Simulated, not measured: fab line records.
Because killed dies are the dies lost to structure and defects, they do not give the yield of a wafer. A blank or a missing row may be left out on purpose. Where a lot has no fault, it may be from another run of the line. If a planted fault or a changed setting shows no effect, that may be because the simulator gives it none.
Lot-split experiment / flow berkeley-cmos170 / 23 wafers read across 5 lots, on a route 331 steps long

## THE SPLIT ITSELF
At UCB170_GATE_CVD_04 (deposits poly-Si from SiH4, time 1440 s, target thk 214 nm), the setting pressure-mtorr was moved away from the recipe's 375 mTorr on 20 of the 23 wafers read, by -12.4% to +14.8%. The other wafers ran this setting at the recipe's value.

There is no step in the file separating the split from the reading.

## THE READING
GATE_POLY_THK in nanometres, read at UCB170_GATE_THK_MEAS_05. Typical for fault-free wafers on this fab line: 213.8 nm, with standard deviation 2.2 nm.

wafer=L074.1; tool, chamber at the split=lpcvd-02, 0; pressure-mtorr as run, mTorr=375; against the recipe=recipe; GATE_POLY_THK, nm=219.0; against lot-mates on the recipe=-
wafer=L074.2; tool, chamber at the split=lpcvd-02, 0; pressure-mtorr as run, mTorr=375; against the recipe=recipe; GATE_POLY_THK, nm=217.9; against lot-mates on the recipe=-
wafer=L074.3; tool, chamber at the split=lpcvd-02, 0; pressure-mtorr as run, mTorr=375; against the recipe=recipe; GATE_POLY_THK, nm=218.8; against lot-mates on the recipe=-
wafer=L076.1; tool, chamber at the split=-, -; pressure-mtorr as run, mTorr=430.4; against the recipe=+14.8%; GATE_POLY_THK, nm=228.2; against lot-mates on the recipe=no lot-mate on the recipe
wafer=L076.2; tool, chamber at the split=-, -; pressure-mtorr as run, mTorr=430.4; against the recipe=+14.8%; GATE_POLY_THK, nm=228.4; against lot-mates on the recipe=no lot-mate on the recipe
wafer=L076.3; tool, chamber at the split=-, -; pressure-mtorr as run, mTorr=430.4; against the recipe=+14.8%; GATE_POLY_THK, nm=227.5; against lot-mates on the recipe=no lot-mate on the recipe
wafer=L076.4; tool, chamber at the split=-, -; pressure-mtorr as run, mTorr=430.4; against the recipe=+14.8%; GATE_POLY_THK, nm=226.9; against lot-mates on the recipe=no lot-mate on the recipe
wafer=L076.5; tool, chamber at the split=-, -; pressure-mtorr as run, mTorr=430.4; against the recipe=+14.8%; GATE_POLY_THK, nm=229.1; against lot-mates on the recipe=no lot-mate on the recipe
wafer=L080.2; tool, chamber at the split=-, -; pressure-mtorr as run, mTorr=328.5; against the recipe=-12.4%; GATE_POLY_THK, nm=201.5; against lot-mates on the recipe=no lot-mate on the recipe
wafer=L080.3; tool, chamber at the split=-, -; pressure-mtorr as run, mTorr=328.5; against the recipe=-12.4%; GATE_POLY_THK, nm=199.9; against lot-mates on the recipe=no lot-mate on the recipe
wafer=L080.4; tool, chamber at the split=-, -; pressure-mtorr as run, mTorr=328.5; against the recipe=-12.4%; GATE_POLY_THK, nm=201.3; against lot-mates on the recipe=no lot-mate on the recipe
wafer=L080.5; tool, chamber at the split=-, -; pressure-mtorr as run, mTorr=328.5; against the recipe=-12.4%; GATE_POLY_THK, nm=202.7; against lot-mates on the recipe=no lot-mate on the recipe
wafer=L080.6; tool, chamber at the split=-, -; pressure-mtorr as run, mTorr=328.5; against the recipe=-12.4%; GATE_POLY_THK, nm=201.9; against lot-mates on the recipe=no lot-mate on the recipe
wafer=L079.1; tool, chamber at the split=-, -; pressure-mtorr as run, mTorr=412.4; against the recipe=+10.0%; GATE_POLY_THK, nm=223.7; against lot-mates on the recipe=no lot-mate on the recipe
wafer=L079.2; tool, chamber at the split=-, -; pressure-mtorr as run, mTorr=412.4; against the recipe=+10.0%; GATE_POLY_THK, nm=222.9; against lot-mates on the recipe=no lot-mate on the recipe
wafer=L079.3; tool, chamber at the split=-, -; pressure-mtorr as run, mTorr=412.4; against the recipe=+10.0%; GATE_POLY_THK, nm=223.7; against lot-mates on the recipe=no lot-mate on the recipe
wafer=L079.4; tool, chamber at the split=-, -; pressure-mtorr as run, mTorr=412.4; against the recipe=+10.0%; GATE_POLY_THK, nm=223.6; against lot-mates on the recipe=no lot-mate on the recipe
wafer=L079.6; tool, chamber at the split=-, -; pressure-mtorr as run, mTorr=412.4; against the recipe=+10.0%; GATE_POLY_THK, nm=221.4; against lot-mates on the recipe=no lot-mate on the recipe
wafer=L081.1; tool, chamber at the split=-, -; pressure-mtorr as run, mTorr=331.6; against the recipe=-11.6%; GATE_POLY_THK, nm=202.3; against lot-mates on the recipe=no lot-mate on the recipe
wafer=L081.2; tool, chamber at the split=-, -; pressure-mtorr as run, mTorr=331.6; against the recipe=-11.6%; GATE_POLY_THK, nm=200.4; against lot-mates on the recipe=no lot-mate on the recipe
wafer=L081.3; tool, chamber at the split=-, -; pressure-mtorr as run, mTorr=331.6; against the recipe=-11.6%; GATE_POLY_THK, nm=200.9; against lot-mates on the recipe=no lot-mate on the recipe
wafer=L081.4; tool, chamber at the split=-, -; pressure-mtorr as run, mTorr=331.6; against the recipe=-11.6%; GATE_POLY_THK, nm=199.9; against lot-mates on the recipe=no lot-mate on the recipe
wafer=L081.5; tool, chamber at the split=-, -; pressure-mtorr as run, mTorr=331.6; against the recipe=-11.6%; GATE_POLY_THK, nm=200.4; against lot-mates on the recipe=no lot-mate on the recipe

THE FIT
A straight line over all 23 wafers: GATE_POLY_THK changes by +1 nm for each +1% of pressure-mtorr; r = +0.98; the points scatter about the line by 2.2 nm.
Too few moved wafers have a lot-mate on the recipe to fit a line with each lot's own level taken away.

## THE WHOLE CHAIN: every reading that the file lists as answering this split, in the file's order
step=UCB170_GATE_CVD_04; what it does=deposits poly-Si from SiH4, time 1440 s, target thk 214 nm; reading=poly-Si_of_GATE_CVD_04.thk-nm (the simulator's own value, which no gauge read); change (the file's fit)=+1 nm for each +1% of the setting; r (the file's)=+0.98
step=UCB170_GATE_THK_MEAS_05; what it does=; reading=GATE_POLY_THK; change (the file's fit)=+1 for each +1% of the setting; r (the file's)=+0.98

## FILE'S OWN FIT
GATE_POLY_THK changes by +1 nm for each +1% of pressure-mtorr, r = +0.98.
